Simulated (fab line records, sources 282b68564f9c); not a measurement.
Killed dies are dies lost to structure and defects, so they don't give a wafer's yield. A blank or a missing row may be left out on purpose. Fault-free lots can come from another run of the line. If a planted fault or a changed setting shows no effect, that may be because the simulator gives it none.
The tool behind it: which one? || flow rit_cmos || 15 lots, 45 wafers sampled, at 2 steps of a route of 202

WHAT THE GAUGES SHOWED, per wafer
RIT_GATE_THK_MEAS_07.
{"lot": "L726", "measured": "day 2 23:42", "on": "film_metro-03", "GATE_OXIDE_THK (nm)": "3.13 3.10 3.07"}
{"lot": "L727", "measured": "day 3 02:23", "on": "film_metro-02", "GATE_OXIDE_THK (nm)": "2.97 3.09 3.00"}
{"lot": "L728", "measured": "day 3 09:41", "on": "film_metro-02", "GATE_OXIDE_THK (nm)": "3.02 3.08 3.03"}
{"lot": "L730", "measured": "day 3 18:05", "on": "film_metro-01", "GATE_OXIDE_THK (nm)": "2.99 3.02 3.05"}
{"lot": "L731", "measured": "day 3 21:53", "on": "film_metro-01", "GATE_OXIDE_THK (nm)": "2.82 2.84 2.75"}
{"lot": "L732", "measured": "day 4 05:55", "on": "film_metro-02", "GATE_OXIDE_THK (nm)": "2.92 3.00 3.03"}
{"lot": "L733", "measured": "day 4 08:13", "on": "film_metro-01", "GATE_OXIDE_THK (nm)": "2.79 2.76 2.84"}
{"lot": "L734", "measured": "day 4 15:24", "on": "film_metro-03", "GATE_OXIDE_THK (nm)": "3.12 3.08 3.09"}
{"lot": "L735", "measured": "day 4 17:29", "on": "film_metro-03", "GATE_OXIDE_THK (nm)": "2.84 2.88 2.88"}
{"lot": "L739", "measured": "day 5 13:49", "on": "film_metro-03", "GATE_OXIDE_THK (nm)": "3.13 3.13 3.07"}
{"lot": "L741", "measured": "day 6 00:04", "on": "film_metro-01", "GATE_OXIDE_THK (nm)": "3.15 3.20 3.12"}
{"lot": "L742", "measured": "day 6 07:57", "on": "film_metro-03", "GATE_OXIDE_THK (nm)": "2.96 2.93 2.95"}
{"lot": "L743", "measured": "day 6 10:35", "on": "film_metro-01", "GATE_OXIDE_THK (nm)": "3.02 2.94 2.93"}
{"lot": "L746", "measured": "day 7 03:26", "on": "film_metro-03", "GATE_OXIDE_THK (nm)": "3.02 2.92 2.99"}
{"lot": "L747", "measured": "day 7 06:43", "on": "film_metro-01", "GATE_OXIDE_THK (nm)": "2.85 2.90 2.86"}

EACH LOT AND THE TOOL THAT RAN IT (in order: tool; ch and the chambers of the sampled wafers; start)
{"lot": "L726", "RIT_GATE_OXIDATION_05": "furnace-03 ch 0, day 2 22:13"}
{"lot": "L727", "RIT_GATE_OXIDATION_05": "furnace-01 ch 0, day 3 00:13"}
{"lot": "L728", "RIT_GATE_OXIDATION_05": "furnace-03 ch 0, day 3 06:29"}
{"lot": "L730", "RIT_GATE_OXIDATION_05": "furnace-01 ch 0, day 3 16:44"}
{"lot": "L731", "RIT_GATE_OXIDATION_05": "furnace-01 ch 0, day 3 19:31"}
{"lot": "L732", "RIT_GATE_OXIDATION_05": "furnace-04 ch 0, day 4 02:46"}
{"lot": "L733", "RIT_GATE_OXIDATION_05": "furnace-01 ch 0, day 4 06:52"}
{"lot": "L734", "RIT_GATE_OXIDATION_05": "furnace-04 ch 0, day 4 12:13"}
{"lot": "L735", "RIT_GATE_OXIDATION_05": "furnace-01 ch 0, day 4 16:04"}
{"lot": "L739", "RIT_GATE_OXIDATION_05": "furnace-04 ch 0, day 5 12:29"}
{"lot": "L741", "RIT_GATE_OXIDATION_05": "furnace-04 ch 0, day 5 22:32"}
{"lot": "L742", "RIT_GATE_OXIDATION_05": "furnace-04 ch 0, day 6 04:41"}
{"lot": "L743", "RIT_GATE_OXIDATION_05": "furnace-04 ch 0, day 6 09:16"}
{"lot": "L746", "RIT_GATE_OXIDATION_05": "furnace-04 ch 0, day 7 00:18"}
{"lot": "L747", "RIT_GATE_OXIDATION_05": "furnace-01 ch 0, day 7 04:16"}
- RIT_GATE_OXIDATION_05: target thk 3 nm, ox time 270 s.

AS READ BY THE TOOLS THEMSELVES (means over the sampled wafers that have a number; for cases with no such wafer, the mark the record gives instead)
RIT_GATE_OXIDATION_05.
{"lot": "L726", "tool": "furnace-03", "spike_tc_centre_C (C)": 903.2, "spike_tc_source_C (C)": 926.7, "tube_center_temp_C (C)": 900, "tube_center_temp_C_max": 902.1, "zone_power_centre_pct (%)": 40}
{"lot": "L727", "tool": "furnace-01", "spike_tc_centre_C (C)": 900.0, "spike_tc_source_C (C)": 924.1, "tube_center_temp_C (C)": 900, "tube_center_temp_C_max": 902.2, "zone_power_centre_pct (%)": 51}
{"lot": "L728", "tool": "furnace-03", "spike_tc_centre_C (C)": 902.4, "spike_tc_source_C (C)": 928.1, "tube_center_temp_C (C)": 900, "tube_center_temp_C_max": 902.2, "zone_power_centre_pct (%)": 40}
{"lot": "L730", "tool": "furnace-01", "spike_tc_centre_C (C)": 900.0, "spike_tc_source_C (C)": 924.3, "tube_center_temp_C (C)": 900, "tube_center_temp_C_max": 902.4, "zone_power_centre_pct (%)": 50}
{"lot": "L731", "tool": "furnace-01", "spike_tc_centre_C (C)": 895.6, "spike_tc_source_C (C)": 918.3, "tube_center_temp_C (C)": 895, "tube_center_temp_C_max": 897.4, "zone_power_centre_pct (%)": 50}
{"lot": "L732", "tool": "furnace-04", "spike_tc_centre_C (C)": 900.0, "spike_tc_source_C (C)": 925.5, "tube_center_temp_C (C)": 900, "tube_center_temp_C_max": 902.6, "zone_power_centre_pct (%)": 40}
{"lot": "L733", "tool": "furnace-01", "spike_tc_centre_C (C)": 895.7, "spike_tc_source_C (C)": 919.2, "tube_center_temp_C (C)": 895, "tube_center_temp_C_max": 897.4, "zone_power_centre_pct (%)": 50}
{"lot": "L734", "tool": "furnace-04", "spike_tc_centre_C (C)": 900.4, "spike_tc_source_C (C)": 926.5, "tube_center_temp_C (C)": 900, "tube_center_temp_C_max": 902.4, "zone_power_centre_pct (%)": 40}
{"lot": "L735", "tool": "furnace-01", "spike_tc_centre_C (C)": 895.5, "spike_tc_source_C (C)": 919.2, "tube_center_temp_C (C)": 895, "tube_center_temp_C_max": 897.4, "zone_power_centre_pct (%)": 51}
{"lot": "L739", "tool": "furnace-04", "spike_tc_centre_C (C)": 900.0, "spike_tc_source_C (C)": 926.2, "tube_center_temp_C (C)": 900, "tube_center_temp_C_max": 902.6, "zone_power_centre_pct (%)": 40}
{"lot": "L741", "tool": "furnace-04", "spike_tc_centre_C (C)": 900.7, "spike_tc_source_C (C)": 925.0, "tube_center_temp_C (C)": 900, "tube_center_temp_C_max": 902.2, "zone_power_centre_pct (%)": 40}
{"lot": "L742", "tool": "furnace-04", "spike_tc_centre_C (C)": 900.8, "spike_tc_source_C (C)": 924.9, "tube_center_temp_C (C)": 900, "tube_center_temp_C_max": 902.4, "zone_power_centre_pct (%)": 40}
{"lot": "L743", "tool": "furnace-04", "spike_tc_centre_C (C)": 900.5, "spike_tc_source_C (C)": 926.1, "tube_center_temp_C (C)": 900, "tube_center_temp_C_max": 902.0, "zone_power_centre_pct (%)": 40}
{"lot": "L746", "tool": "furnace-04", "spike_tc_centre_C (C)": 900.4, "spike_tc_source_C (C)": 925.8, "tube_center_temp_C (C)": 900, "tube_center_temp_C_max": 902.0, "zone_power_centre_pct (%)": 40}
{"lot": "L747", "tool": "furnace-01", "spike_tc_centre_C (C)": 901.3, "spike_tc_source_C (C)": 924.7, "tube_center_temp_C (C)": 900, "tube_center_temp_C_max": 902.2, "zone_power_centre_pct (%)": 51}

THE ANSWER, worked out from the rows above alone
Rule: what is usual is taken from the lots themselves. Put in order of their means at a reading, lots are off if they are a third of the lots or fewer, leave a main group of 4 or more, and stand apart from it by a gap of 3 or more times the standard deviation of the main group's means; of several such gaps the widest counts. Not used: any main group whose means are identical at the precision the tables above print for the reading. Also off: a lot with no number at a reading for which 4 or more lots have one. Any other lot the step has rows for is counted as sound. After the gauges, taken in route order, come the tools' own readings; for these a lot's mean is taken, as printed above. At the first step where some lot is off, the reading lying furthest off is the one used; lots without a number count as furthest.
Off: L731, L733, L735 (RIT_GATE_OXIDATION_05, tube_center_temp_C_max). Mean 902.3 and standard deviation 0.2 in the main group.
A tool fits if, at that step or a process step before it, it ran every lot that is off, and no sound lot after the first of them. None of those tried fits.

WHAT THE SIMULATOR HAD INSERTED
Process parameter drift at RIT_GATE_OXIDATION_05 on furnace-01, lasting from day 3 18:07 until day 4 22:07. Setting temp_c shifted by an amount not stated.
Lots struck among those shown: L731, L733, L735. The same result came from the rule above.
